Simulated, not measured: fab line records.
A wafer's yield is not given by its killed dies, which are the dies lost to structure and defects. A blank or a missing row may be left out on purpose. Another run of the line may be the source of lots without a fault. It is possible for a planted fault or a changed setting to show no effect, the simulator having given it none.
Problem report in the 8D (eight disciplines) form, filled by code -- flow rit-cmos -- the parts of the form that need people (team, actions taken, sign-off) are left out

== 1. THE ISSUE ==
Mean PRETRO_OVL at RIT_PRETRO_OVL_MEAS_06: 240.4 nm over 12 wafers in 4 lots; fault-free wafers: 0.3 nm, standard deviation 1.3. That is +99 or more standard deviations from the usual mean.
The first sign was on wafer L854.3 at day 5 02:29, on overlay-02. The record holds 48 wafers of 16 lots with a number at this step. Rule for "out" (also "out of limits"): further than 4 standard deviations from the usual mean. The rest of the wafers with a number are treated as sound.

== 2. WHAT THIS IS AND IS NOT ==
question,is,is not
which readings at this step,PRETRO_OVL,-
which lots,"L854, L856, L857, L858","L841, L843, L844, L845, L846, L847, L848, L849, L852, L855, L860, L862"
which wafers of those lots,all that have a number,-
read on which gauges,"overlay-01, overlay-02",-
when,from day 5 02:29,"up to then (27 sound wafers); but 9 sound wafers of L855, L860, L862 came after"

== 3. WHAT RULES OUT EACH SUSPECT ==
Counting: a tool at a process step up to the reading stays a suspect if it ran every lot that is out and no sound lot after the first of them.
- the gauge at RIT_PRETRO_OVL_MEAS_06: ruled out. Those wafers that are out were read across 2 gauges (overlay-01, overlay-02).
- iline-stepper-02 at RIT_PRETRO_EXPOSE_03 (exposes mask M5, target cd 43700 nm): kept. It ran every lot that is out, first L854 (day 5 02:05), and no sound lot after that; its last sound lot up to then is L846 (day 3 08:07).
The count leaves iline-stepper-02 at RIT_PRETRO_EXPOSE_03.

== 4. THE CAUSE (what the simulator had put in) ==
Scanner matching overlay: iline-stepper-02, from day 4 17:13 on, at RIT_PRETRO_EXPOSE_03. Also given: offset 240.
After counting, this tool was the only one left.

== 5. THE EFFECT CHAIN, in route order ==
Rows list readings where the struck wafers' mean (over those with a number) sits beyond 3 standard deviations from the usual. Only readings for which the record gives a usual standard deviation are gone through. hours: the time from each lot's start at the first step in this table that gives one to its start at this step, as a median over the lots. sigmas: the change in usual standard deviations.
hours,step,reading,usual,on struck wafers,change,sigmas
0,RIT_PRETRO_OVL_MEAS_06,PRETRO_OVL,0.3 nm,240.4,+240.1,+99 or more
Later measuring or inspecting steps at which every struck wafer that the step has a row for has a number for every such reading, and none has moved that far: RIT_PRETRO_TW_MEAS_10.

== 6. WHAT WOULD HAVE CAUGHT IT SOONER ==
Counted from the fault's start at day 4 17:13, it took 9 hours until the first out-of-limits reading at a measuring or inspecting step in this record, taken at day 5 02:29.
Tool readings at RIT_PRETRO_EXPOSE_03 with a usual standard deviation given in the record: none out on any struck wafer, hence no alarm at a limit of 4 standard deviations on them.
Among the 4 lots that are out, L856, L857, L858 began RIT_PRETRO_EXPOSE_03 on iline-stepper-02 after day 5 02:29. A hold on the tool at that time would have spared those 3.
